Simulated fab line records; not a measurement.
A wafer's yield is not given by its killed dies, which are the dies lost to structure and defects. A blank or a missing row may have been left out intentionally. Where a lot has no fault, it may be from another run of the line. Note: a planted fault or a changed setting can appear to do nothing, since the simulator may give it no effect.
2 desks looking at one fault -- flow berkeley cmos170 -- every desk sees just its own numbers, and what lay behind them comes last

FROM THE METROLOGY DESK
What the gauges read, lot by lot, whatever tool the lot ran on: means of the sampled wafers that have a number. A lot is out of limits, marked OUT, if its mean lies more than 4 standard deviations from the usual mean; the brackets give that distance.
Columns: A = NVT_OVL at UCB170_NVT_OVL_MEAS_06, usual 0 nm; B = NLDD_OVL at UCB170_NLDD_OVL_MEAS_07, usual -1 nm; C = NLDD_TW at UCB170_NLDD_TW_MEAS_11, usual 2214; D = NLDD_RS at UCB170_SDANNEAL_RS_MEAS_05, usual 616.3 ohm/sq
lot,first seen here,A,B,C,D
L924,day 6 11:04,-7,3,2227,613.9
L927,day 6 21:34,-2,0,2224,618.3
L928,day 7 10:59,-2,-3,2207,615.9
L932,day 7 22:32,3,1,2204,617.7
L933,day 8 18:25,6,2,2145 (-4.9) OUT,656.4 (+29) OUT
L934,day 8 18:34,5,3,2141 (-5.2) OUT,657.7 (+30) OUT
L936,day 9 05:18,2,-7,2158 (-4.0) OUT,659.2 (+31) OUT
L938,day 9 05:33,-3,-3,2203,616.0
L937,day 9 05:54,5,5,2198,617.3
L939,day 9 19:43,-7,4,2222,614.6
L942,day 10 14:59,5,-2,2208,615.2
L944,day 10 19:17,-2,-2,2228,618.0
L945,day 11 05:58,3,1,2198,614.6
L946,day 11 18:07,-7,3,2206,616.2
L947,day 11 18:23,7,0,2205,617.0
This desk's result: L933, L934, L936 out of limits, first on L933 (NLDD_TW at UCB170_NLDD_TW_MEAS_11), day 10 06:05. L924, L927, L928, L932, L938, L937, L939, L942, L944, L945, L946, L947: within limits.

AT THE TOOL OWNER'S DESK: implanter-02
The tool's own readings at UCB170_NLDD_IMPLANT_09, given as means over the sampled wafers that have a number, one for each lot that went through this tool. A lot is out of limits, marked OUT, if its mean lies more than 4 standard deviations from the usual mean; the brackets give that distance.
Columns: A = dose ions cm2 at UCB170_NLDD_IMPLANT_09, usual 5e+13; B = faraday current uA at UCB170_NLDD_IMPLANT_09, usual 159
lot,first seen here,A,B
L927,day 7 16:52,5e+13,162
L932,day 8 21:45,5e+13,159
L933,day 10 05:52,4e+13 (-99 or more) OUT,128 (-9.6) OUT
L936,day 10 07:02,4e+13 (-99 or more) OUT,128 (-9.7) OUT
L934,day 10 07:36,4e+13 (-99 or more) OUT,131 (-8.8) OUT
This desk's finding: out of limits on L933, L934, L936; first on L933, day 10 05:52 (dose ions cm2 at UCB170_NLDD_IMPLANT_09). L927, L932: within limits.

PUT TOGETHER
The tool owner's desk had the chance to raise an alarm at day 10 05:52 on L933, L934, L936.
L933, L934, L936 would have let the metrology desk raise an alarm at day 10 06:05.
Of the lots named, all ran UCB170_NLDD_IMPLANT_09 on implanter-02.

WHAT HAD BEEN PUT IN BY THE SIMULATOR
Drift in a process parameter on implanter-02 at UCB170_NLDD_IMPLANT_09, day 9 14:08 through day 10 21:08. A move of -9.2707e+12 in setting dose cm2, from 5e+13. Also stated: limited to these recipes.
Lots struck among those shown: L933, L934, L936.
Time in hours from fault onset to the first out-of-limits reading at each desk: tool owner's desk 16, metrology desk 16.
